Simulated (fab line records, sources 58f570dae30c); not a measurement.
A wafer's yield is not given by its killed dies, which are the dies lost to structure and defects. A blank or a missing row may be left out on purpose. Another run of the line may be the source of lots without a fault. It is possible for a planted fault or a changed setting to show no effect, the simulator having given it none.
Matching of chambers | flow berkeley cmos170 | UCB170_ACTIVE_ETCH_15 on rie diel-02 has 4 sister chambers
The step etches Si3N4 in CH3F/Ar/O2, stops on SiO2, target depth 242 nm, time 151 s. 4 wafers are shown with their chamber, then 7 later ones without.

== EACH WAFER AND ITS CHAMBER ==
wafer  | chamber | drypump motor current A (A)
L281.4 | 2       | 6.2
L289.6 | 3       | 6.1
L291.1 | 0       | 5.8
L291.5 | 1       | 5.4

== WAFERS MISSING THEIR CHAMBER ==
wafer  | drypump motor current A (A)
L291.6 | 5.8
L298.1 | 6.1
L298.3 | 5.8
L298.6 | 5.3
L299.2 | 6.2
L299.4 | 5.4
L299.5 | 6.2

== THE CHAMBER EACH PASSED THROUGH ==
wafer  | from the rows above | in truth
L291.6 | 0                   | 0
L298.1 | 3                   | 3
L298.3 | 0                   | 0
L298.6 | 1                   | 1
L299.2 | 2                   | 2
L299.4 | 1                   | 1
L299.5 | 2                   | 2
7 of 7 placed correctly. Left unplaced by these rows: 0. Wrongly placed: 0.
How it was worked out, from the rows above alone: a wafer's distance from a chamber is the root of the sum, over the readings, of the square of ((its reading less the chamber's mean) divided by the reading's scatter). The wafer belongs to the nearest chamber; if the next one is less than 2 further off, it can't be placed. The mean given for a chamber averages the wafers shown for that chamber. The scatter: root of mean squared gap, hidden wafer to nearest shown wafer, with one shown wafer a chamber.
